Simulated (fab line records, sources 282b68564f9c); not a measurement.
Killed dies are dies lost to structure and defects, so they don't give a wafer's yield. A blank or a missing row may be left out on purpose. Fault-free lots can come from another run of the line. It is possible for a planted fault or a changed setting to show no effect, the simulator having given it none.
Check of tool commonality | flow rit_cmos | 14 lots and 48 wafers in the sample

## WHY IT WAS OPENED
Of 14 lots, 2 have the reading NSD_TW flagged at RIT_NSD_TW_MEAS_10. No-fault wafers: 3147, standard deviation 35.
Rule: a lot gets a flag if all its wafers with a number sit over 4 standard deviations from that mean, or if no wafer of it has a number. The other lots count as sound.

lot  | measured    | on            | NSD_TW, wafer by wafer        | flag
L756 | day 3 01:45 | film_metro-03 | 3196 3188 3167                |
L757 | day 3 11:35 | film_metro-02 | 3135 3129 3127                |
L758 | day 3 14:08 | film_metro-02 | 3129 3133 3139                |
L760 | day 4 01:03 | film_metro-02 | 3148 3116 3135                |
L761 | day 4 10:23 | film_metro-02 | 3135 3115 3131                |
L762 | day 4 12:33 | film_metro-02 | 3145 3139 3136                |
L765 | day 5 03:13 | film_metro-01 | 3123 3109 3105                |
L766 | day 5 06:05 | film_metro-03 | 3221 3217 3194                |
L767 | day 5 13:56 | film_metro-01 | 3122 3112 3132                |
L769 | day 6 06:37 | film_metro-01 | 3158 3138 3153                |
L770 | day 6 07:16 | film_metro-03 | 3178 3191 3177                |
L775 | day 8 01:49 | film_metro-03 | 3184 3199 3174                |
L777 | day 8 06:45 | film_metro-01 | 2953 2959 2949 2953 2946 2939 | FLAGGED
L778 | day 8 16:30 | film_metro-01 | 2967 2966 2938 2969 2946 2957 | FLAGGED
Average over the flagged lots: 2954; offset from the usual -194, equal to -6 standard deviations.

## LOT BY LOT: THE TOOL USED
The record keeps 1 process step preceding the reading, out of 202 steps on the route. Every cell lists first the tool, next ch and the chambers used by the sampled wafers, and last the start.
lot  | flag    | RIT_NSD_IMPLANT_08
L756 |         | implanter-04 ch 0, day 3 01:26
L757 |         | implanter-04 ch 0, day 3 11:17
L758 |         | implanter-02 ch 0, day 3 13:49
L760 |         | implanter-04 ch 0, day 4 00:43
L761 |         | implanter-04 ch 0, day 4 10:04
L762 |         | implanter-04 ch 0, day 4 12:15
L765 |         | implanter-01 ch 0, day 5 02:54
L766 |         | implanter-02 ch 0, day 5 05:47
L767 |         | implanter-02 ch 0, day 5 13:38
L769 |         | implanter-04 ch 0, day 6 06:18
L770 |         | implanter-01 ch 0, day 6 06:56
L775 |         | implanter-01 ch 0, day 8 01:31
L777 | FLAGGED | implanter-02 ch 0, day 8 06:28
L778 | FLAGGED | implanter-02 ch 0, day 8 16:10
These steps, and what they do:
- RIT_NSD_IMPLANT_08
- RIT_NSD_TW_MEAS_10

## FLAGGED AGAINST TOTAL, ONE TOOL AT A TIME (gauges that did the reading follow at the end)
step               | tool          | lots run | flagged | share of the flagged lots | sound lots run after its first flagged lot
RIT_NSD_IMPLANT_08 | implanter-01  | 3        | 0       | none                      | -
RIT_NSD_IMPLANT_08 | implanter-02  | 5        | 2       | all                       | 0
RIT_NSD_IMPLANT_08 | implanter-04  | 6        | 0       | none                      | -
RIT_NSD_TW_MEAS_10 | film_metro-01 | 5        | 2       | all                       | 0
RIT_NSD_TW_MEAS_10 | film_metro-02 | 5        | 0       | none                      | -
RIT_NSD_TW_MEAS_10 | film_metro-03 | 4        | 0       | none                      | -

## WHAT THE TABLE ALLOWS
Every flagged lot went through 2 rows of the table: implanter-02 at RIT_NSD_IMPLANT_08 and film_metro-01 at RIT_NSD_TW_MEAS_10.
- implanter-02 at RIT_NSD_IMPLANT_08: 2 of its 5 lots flagged. Last sound lot L767 at day 5 13:38, first flagged lot L777 at day 8 06:28; a fault beginning in between fits. Its own readings (beam_energy_keV) fall more than 4 standard deviations out on all wafers of the flagged lots.
- film_metro-01 at RIT_NSD_TW_MEAS_10: 2 of its 5 lots flagged. Last sound lot L769 at day 6 06:37, first flagged lot L777 at day 8 06:45; a fault beginning in between fits.
These 2 tools cannot be told apart by counting lots, since each of them fits a fault that started at some hour. More lots, or a look at what each step does to the wafer, might.

## WHAT THE SIMULATOR PUT IN
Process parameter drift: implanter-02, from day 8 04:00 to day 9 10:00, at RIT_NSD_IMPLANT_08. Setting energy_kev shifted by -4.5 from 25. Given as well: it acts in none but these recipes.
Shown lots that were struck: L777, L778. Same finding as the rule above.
